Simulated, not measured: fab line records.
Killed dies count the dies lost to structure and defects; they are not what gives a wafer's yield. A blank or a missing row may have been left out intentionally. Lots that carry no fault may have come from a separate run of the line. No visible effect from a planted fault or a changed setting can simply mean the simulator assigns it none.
Which tool is to blame? + flow berkeley_cmos170 + 7 lots with 21 wafers sampled at 3 steps, on a route of 331 steps

WHAT EACH GAUGE READ, for each wafer
UCB170_PSD_CD_MEAS_06: the cd target is 1200 nm.
| lot  | measured     | on        | cd_nm (nm)           |
|------|--------------|-----------|----------------------|
| L255 | day 7 22:18  | cd_sem-02 | 1199.2 1200.2 1197.9 |
| L261 | day 9 17:28  | cd_sem-01 | 1197.4 1198.1 1199.3 |
| L269 | day 11 00:31 | cd_sem-02 | - - -                |
| L270 | day 11 16:53 | cd_sem-01 | - - -                |
| L272 | day 11 21:16 | cd_sem-01 | 1199.9 1199.2 1198.1 |
| L274 | day 12 10:52 | cd_sem-01 | 1195.9 1197.2 1194.9 |
| L278 | day 12 14:41 | cd_sem-02 | 1201.3 1201.1 1200.4 |

WHICH TOOL RAN EACH LOT (tool, then ch and the chambers of the sampled wafers, then the start)
| lot  | UCB170_SPACER_ETCHBACK_03          | UCB170_PSD_DEVELOP_05             |
|------|------------------------------------|-----------------------------------|
| L255 | rie_diel-01 ch 1,2,3, day 7 20:27  | litho_track-02 ch 0, day 7 22:00  |
| L261 | rie_diel-02 ch 0,1,2, day 9 15:21  | litho_track-02 ch 0, day 9 17:00  |
| L269 | rie_diel-01 ch 0,1, day 10 22:48   | litho_track-02, day 11 00:00      |
| L270 | rie_diel-04 ch 1,2,3, day 11 12:45 | litho_track-04, day 11 16:00      |
| L272 | rie_diel-04 ch 0,2,3, day 11 20:19 | litho_track-02 ch 0, day 11 21:00 |
| L274 | rie_diel-04 ch 1,2,3, day 12 08:17 | litho_track-02 ch 0, day 12 10:00 |
| L278 | rie_diel-01 ch 1,3, day 12 12:17   | litho_track-04 ch 0, day 12 14:00 |
- UCB170_SPACER_ETCHBACK_03: etches SiO2 in CHF3/CF4/Ar, stops on Si, target depth 376 nm, time 100 s.
- UCB170_PSD_DEVELOP_05: develop time 45 s.

THE ANSWER, worked out from the rows above alone
Rule: the usual values come from the lots themselves. Put in order of their means at a reading, lots are off if they are a third of the lots or fewer, leave a main group of 4 or more, and stand apart from it by a gap of 3 or more times the standard deviation of the main group's means; of several such gaps the widest counts. The tables above print the reading to a certain number of digits; a main group whose means all agree to those digits is not used. A lot without any number at a reading at which 4 lots or more have one is off too. Where the step has rows for the other lots, those lots are counted as sound.
Off: L269, L270 (UCB170_PSD_CD_MEAS_06, cd_nm). Without a number there: L269, L270. For the main group the mean is 1198.7 nm and the standard deviation 1.6.
If a tool, at a process step before that reading, ran all the lots that are off and no sound lot after the first of them, it fits. Gauges at UCB170_PSD_CD_MEAS_06: tried the same way as those tools. Of those tried, none fits.

WHAT THE SIMULATOR HAD PUT IN
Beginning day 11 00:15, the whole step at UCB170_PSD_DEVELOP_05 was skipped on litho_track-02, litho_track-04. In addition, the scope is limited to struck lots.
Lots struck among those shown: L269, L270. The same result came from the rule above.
